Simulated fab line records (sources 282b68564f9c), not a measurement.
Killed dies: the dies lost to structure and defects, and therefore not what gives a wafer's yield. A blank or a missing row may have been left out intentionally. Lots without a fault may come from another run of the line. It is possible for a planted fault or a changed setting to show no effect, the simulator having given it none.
Which tool is to blame? || flow rit cmos || 42 wafers from 14 lots sampled at 5 of the route's 202 steps

WHAT THE GAUGES SHOWED, per wafer
RIT_GATE_OVL_MEAS_17. Usual: GATE_OVL typically reads 0.2 nm, with standard deviation 1.3.
{"lot": "L806", "measured": "day 2 15:14", "on": "overlay-01", "GATE_OVL (nm)": "-0.2 0.0 -0.2", "flag": ""}
{"lot": "L807", "measured": "day 2 17:48", "on": "overlay-01", "GATE_OVL (nm)": "-0.9 -1.2 -0.2", "flag": ""}
{"lot": "L808", "measured": "day 2 22:05", "on": "overlay-02", "GATE_OVL (nm)": "0.9 0.5 0.5", "flag": ""}
{"lot": "L809", "measured": "day 3 05:13", "on": "overlay-01", "GATE_OVL (nm)": "0.9 1.0 -0.3", "flag": ""}
{"lot": "L810", "measured": "day 3 08:42", "on": "overlay-01", "GATE_OVL (nm)": "-0.4 -1.8 -2.2", "flag": ""}
{"lot": "L813", "measured": "day 4 02:09", "on": "overlay-02", "GATE_OVL (nm)": "-1.3 0.4 -0.5", "flag": ""}
{"lot": "L816", "measured": "day 4 16:21", "on": "overlay-01", "GATE_OVL (nm)": "2.6 1.9 -0.9", "flag": ""}
{"lot": "L819", "measured": "day 5 07:25", "on": "overlay-01", "GATE_OVL (nm)": "-0.4 1.7 -0.2", "flag": ""}
{"lot": "L820", "measured": "day 5 14:05", "on": "overlay-02", "GATE_OVL (nm)": "1.3 1.4 2.0", "flag": ""}
{"lot": "L822", "measured": "day 5 22:38", "on": "overlay-02", "GATE_OVL (nm)": "-0.4 0.6 -1.4", "flag": ""}
{"lot": "L826", "measured": "day 6 16:41", "on": "overlay-01", "GATE_OVL (nm)": "-0.1 0.3 -0.2", "flag": ""}
{"lot": "L827", "measured": "day 6 21:26", "on": "overlay-01", "GATE_OVL (nm)": "-2.3 -2.0 -1.4", "flag": ""}
{"lot": "L828", "measured": "day 7 04:58", "on": "overlay-01", "GATE_OVL (nm)": "0.5 2.3 0.3", "flag": ""}
{"lot": "L829", "measured": "day 7 12:34", "on": "overlay-02", "GATE_OVL (nm)": "-1.4 0.5 1.9", "flag": ""}

RIT_M1_THK_MEAS_02: measures by xrf. Usual: M1_AL_THK typically reads 399 nm, with standard deviation 4.4.
{"lot": "L806", "measured": "day 3 07:38", "on": "film metro-04", "M1_AL_THK (nm)": "397 393 397", "flag": ""}
{"lot": "L807", "measured": "day 3 10:01", "on": "film metro-02", "M1_AL_THK (nm)": "391 394 391", "flag": ""}
{"lot": "L808", "measured": "day 3 14:57", "on": "film metro-04", "M1_AL_THK (nm)": "401 398 401", "flag": ""}
{"lot": "L809", "measured": "day 3 21:41", "on": "film metro-04", "M1_AL_THK (nm)": "403 408 401", "flag": ""}
{"lot": "L810", "measured": "day 4 01:09", "on": "film metro-02", "M1_AL_THK (nm)": "401 401 401", "flag": ""}
{"lot": "L813", "measured": "day 4 19:59", "on": "film metro-04", "M1_AL_THK (nm)": "405 400 401", "flag": ""}
{"lot": "L816", "measured": "day 5 10:38", "on": "film metro-04", "M1_AL_THK (nm)": "397 399 402", "flag": ""}
{"lot": "L819", "measured": "day 5 23:29", "on": "film metro-04", "M1_AL_THK (nm)": "404 404 406", "flag": ""}
{"lot": "L820", "measured": "day 6 07:06", "on": "film metro-03", "M1_AL_THK (nm)": "408 397 401", "flag": ""}
{"lot": "L822", "measured": "day 6 15:01", "on": "film metro-03", "M1_AL_THK (nm)": "400 398 399", "flag": ""}
{"lot": "L826", "measured": "day 7 10:16", "on": "film metro-02", "M1_AL_THK (nm)": "393 393 398", "flag": ""}
{"lot": "L827", "measured": "day 7 14:20", "on": "film metro-02", "M1_AL_THK (nm)": "401 404 399", "flag": ""}
{"lot": "L828", "measured": "day 7 22:15", "on": "film metro-03", "M1_AL_THK (nm)": "393 394 392", "flag": ""}
{"lot": "L829", "measured": "day 8 06:28", "on": "film metro-03", "M1_AL_THK (nm)": "394 395 395", "flag": ""}

RIT_M1_CD_MEAS_09: the cd target is 2600 nm. Usual: cd nm at 2599.7 nm, with a standard deviation of 2.5.
{"lot": "L806", "measured": "day 3 08:48", "on": "cd sem-02", "cd nm (nm)": "2602.7 2605.9 2604.3", "flag": ""}
{"lot": "L807", "measured": "day 3 10:59", "on": "cd sem-02", "cd nm (nm)": "2600.8 2599.1 2598.8", "flag": ""}
{"lot": "L808", "measured": "day 3 15:53", "on": "cd sem-02", "cd nm (nm)": "2597.5 2598.9 2599.1", "flag": ""}
{"lot": "L809", "measured": "day 3 22:45", "on": "cd sem-02", "cd nm (nm)": "2599.6 2598.9 2600.0", "flag": ""}
{"lot": "L810", "measured": "day 4 02:17", "on": "cd sem-01", "cd nm (nm)": "2599.1 2599.0 2597.5", "flag": ""}
{"lot": "L813", "measured": "day 4 20:57", "on": "cd sem-02", "cd nm (nm)": "2611.2 2611.8 2612.2", "flag": "OFF"}
{"lot": "L816", "measured": "day 5 11:35", "on": "cd sem-02", "cd nm (nm)": "2609.7 2612.1 2612.9", "flag": "OFF"}
{"lot": "L819", "measured": "day 6 00:33", "on": "cd sem-02", "cd nm (nm)": "2599.0 2599.4 2598.3", "flag": ""}
{"lot": "L820", "measured": "day 6 08:08", "on": "cd sem-02", "cd nm (nm)": "2602.7 2603.1 2602.0", "flag": ""}
{"lot": "L822", "measured": "day 6 15:57", "on": "cd sem-02", "cd nm (nm)": "2597.6 2599.2 2598.6", "flag": ""}
{"lot": "L826", "measured": "day 7 11:22", "on": "cd sem-02", "cd nm (nm)": "2596.5 2597.8 2597.6", "flag": ""}
{"lot": "L827", "measured": "day 7 15:25", "on": "cd sem-02", "cd nm (nm)": "2603.1 2601.4 2601.7", "flag": ""}
{"lot": "L828", "measured": "day 7 23:20", "on": "cd sem-02", "cd nm (nm)": "2601.0 2599.1 2600.1", "flag": ""}
{"lot": "L829", "measured": "day 8 07:42", "on": "cd sem-01", "cd nm (nm)": "2597.3 2597.1 2596.8", "flag": ""}

WHICH TOOL RAN EACH LOT (tool, then ch and the chambers of the sampled wafers, then the start)
{"lot": "L806", "RIT_NSD_STRIP_09": "plasma asher-04 ch 0,1, day 3 01:30", "RIT_M1_COAT_04": "litho track-04 ch 0, day 3 08:01"}
{"lot": "L807", "RIT_NSD_STRIP_09": "plasma asher-02 ch 0,1, day 3 04:05", "RIT_M1_COAT_04": "litho track-02 ch 0, day 3 10:16"}
{"lot": "L808", "RIT_NSD_STRIP_09": "plasma asher-04 ch 0,1, day 3 09:03", "RIT_M1_COAT_04": "litho track-04 ch 0, day 3 15:10"}
{"lot": "L809", "RIT_NSD_STRIP_09": "plasma asher-01 ch 0,1, day 3 15:42", "RIT_M1_COAT_04": "litho track-02 ch 0, day 3 21:54"}
{"lot": "L810", "RIT_NSD_STRIP_09": "plasma asher-01 ch 0,1, day 3 19:21", "RIT_M1_COAT_04": "litho track-04 ch 0, day 4 01:22"}
{"lot": "L813", "RIT_NSD_STRIP_09": "plasma asher-01 ch 0,1, day 4 13:52", "RIT_M1_COAT_04": "litho track-04 ch 0, day 4 20:14"}
{"lot": "L816", "RIT_NSD_STRIP_09": "plasma asher-04 ch 0,1, day 5 04:40", "RIT_M1_COAT_04": "litho track-04 ch 0, day 5 10:51"}
{"lot": "L819", "RIT_NSD_STRIP_09": "plasma asher-04 ch 0,1, day 5 17:40", "RIT_M1_COAT_04": "litho track-03 ch 0, day 5 23:41"}
{"lot": "L820", "RIT_NSD_STRIP_09": "plasma asher-01 ch 0,1, day 6 01:01", "RIT_M1_COAT_04": "litho track-03 ch 0, day 6 07:24"}
{"lot": "L822", "RIT_NSD_STRIP_09": "plasma asher-01 ch 0,1, day 6 09:08", "RIT_M1_COAT_04": "litho track-02 ch 0, day 6 15:13"}
{"lot": "L826", "RIT_NSD_STRIP_09": "plasma asher-02 ch 0,1, day 7 03:44", "RIT_M1_COAT_04": "litho track-02 ch 0, day 7 10:31"}
{"lot": "L827", "RIT_NSD_STRIP_09": "plasma asher-01 ch 0,1, day 7 08:34", "RIT_M1_COAT_04": "litho track-03 ch 0, day 7 14:35"}
{"lot": "L828", "RIT_NSD_STRIP_09": "plasma asher-02 ch 0,1, day 7 16:26", "RIT_M1_COAT_04": "litho track-02 ch 0, day 7 22:29"}
{"lot": "L829", "RIT_NSD_STRIP_09": "plasma asher-01 ch 0,1, day 8 00:34", "RIT_M1_COAT_04": "litho track-03 ch 0, day 8 06:41"}
- RIT_NSD_STRIP_09: strips in O2, time 180 s.
- RIT_M1_COAT_04: resist thk 1300 nm.

WHAT THE TOOLS THEMSELVES READ (means of the sampled wafers that have a number; where no wafer has one, the mark that the record gives instead)
RIT_NSD_STRIP_09. Usual: drypump motor current A at 6.0 A, with a standard deviation of 0.51.
{"lot": "L806", "tool": "plasma asher-04", "drypump motor current A (A)": 6.5, "flag": ""}
{"lot": "L807", "tool": "plasma asher-02", "drypump motor current A (A)": 5.6, "flag": ""}
{"lot": "L808", "tool": "plasma asher-04", "drypump motor current A (A)": 6.5, "flag": ""}
{"lot": "L809", "tool": "plasma asher-01", "drypump motor current A (A)": 5.6, "flag": ""}
{"lot": "L810", "tool": "plasma asher-01", "drypump motor current A (A)": 6.0, "flag": ""}
{"lot": "L813", "tool": "plasma asher-01", "drypump motor current A (A)": 6.0, "flag": ""}
{"lot": "L816", "tool": "plasma asher-04", "drypump motor current A (A)": 6.5, "flag": ""}
{"lot": "L819", "tool": "plasma asher-04", "drypump motor current A (A)": 6.5, "flag": ""}
{"lot": "L820", "tool": "plasma asher-01", "drypump motor current A (A)": 6.0, "flag": ""}
{"lot": "L822", "tool": "plasma asher-01", "drypump motor current A (A)": 6.0, "flag": ""}
{"lot": "L826", "tool": "plasma asher-02", "drypump motor current A (A)": 5.6, "flag": ""}
{"lot": "L827", "tool": "plasma asher-01", "drypump motor current A (A)": 5.7, "flag": ""}
{"lot": "L828", "tool": "plasma asher-02", "drypump motor current A (A)": 5.6, "flag": ""}
{"lot": "L829", "tool": "plasma asher-01", "drypump motor current A (A)": 5.7, "flag": ""}

RIT_M1_COAT_04. Usual: spin speed rpm at 2000.2 rpm, with a standard deviation of 1.3.
{"lot": "L806", "tool": "litho track-04", "spin speed rpm (rpm)": 2000.6, "flag": ""}
{"lot": "L807", "tool": "litho track-02", "spin speed rpm (rpm)": 1999.7, "flag": ""}
{"lot": "L808", "tool": "litho track-04", "spin speed rpm (rpm)": 1999.1, "flag": ""}
{"lot": "L809", "tool": "litho track-02", "spin speed rpm (rpm)": 2001.7, "flag": ""}
{"lot": "L810", "tool": "litho track-04", "spin speed rpm (rpm)": 2002.3, "flag": ""}
{"lot": "L813", "tool": "litho track-04", "spin speed rpm (rpm)": 1615.7, "flag": "OFF"}
{"lot": "L816", "tool": "litho track-04", "spin speed rpm (rpm)": 1616.6, "flag": "OFF"}
{"lot": "L819", "tool": "litho track-03", "spin speed rpm (rpm)": 2001.3, "flag": ""}
{"lot": "L820", "tool": "litho track-03", "spin speed rpm (rpm)": 1999.4, "flag": ""}
{"lot": "L822", "tool": "litho track-02", "spin speed rpm (rpm)": 2002.7, "flag": ""}
{"lot": "L826", "tool": "litho track-02", "spin speed rpm (rpm)": 2000.1, "flag": ""}
{"lot": "L827", "tool": "litho track-03", "spin speed rpm (rpm)": 2000.5, "flag": ""}
{"lot": "L828", "tool": "litho track-02", "spin speed rpm (rpm)": 1999.8, "flag": ""}
{"lot": "L829", "tool": "litho track-03", "spin speed rpm (rpm)": 1998.8, "flag": ""}

THE ANSWER, worked out from the rows above alone
Rule: a lot is off if the mean of its wafers that have a number lies more than 3 standard deviations from the usual mean. A lot without any number at a reading at which 4 lots or more have one is off too. All remaining lots with rows at the step are treated as sound. The gauges are gone through in route order, then the tools' own readings, and for those a lot's mean is taken as printed above. The first step at which some lot is off is used, and at that step the reading that is off furthest; a lot without a number counts as furthest.
Off: L813, L816 (RIT_M1_CD_MEAS_09, cd nm).
A tool fits if, at a process step before that reading, it ran every lot that is off, and no sound lot after the first of them. Not tried: the gauges at RIT_M1_CD_MEAS_09; whatever is off there is also off at RIT_M1_COAT_04, on other tools, and gauge error can't account for it. One fits: litho track-04 at RIT_M1_COAT_04. A fault onset in the window from L810 (day 4 01:22, its last sound lot) to L813 (day 4 20:14, its first lot off) fits.
The tool's own readings at RIT_M1_COAT_04 bear it out: on the lots that are off they differ by more than 5 times the standard deviation of the sound lots' means. spin speed rpm reads 1616.2 rpm there against 2000.5 rpm on the sound lots.

WHAT HAD BEEN PUT IN BY THE SIMULATOR
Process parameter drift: litho track-04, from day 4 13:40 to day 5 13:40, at RIT_M1_COAT_04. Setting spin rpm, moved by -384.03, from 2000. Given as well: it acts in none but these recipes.
Shown lots that were struck: L813, L816. The rule above reached the same finding.
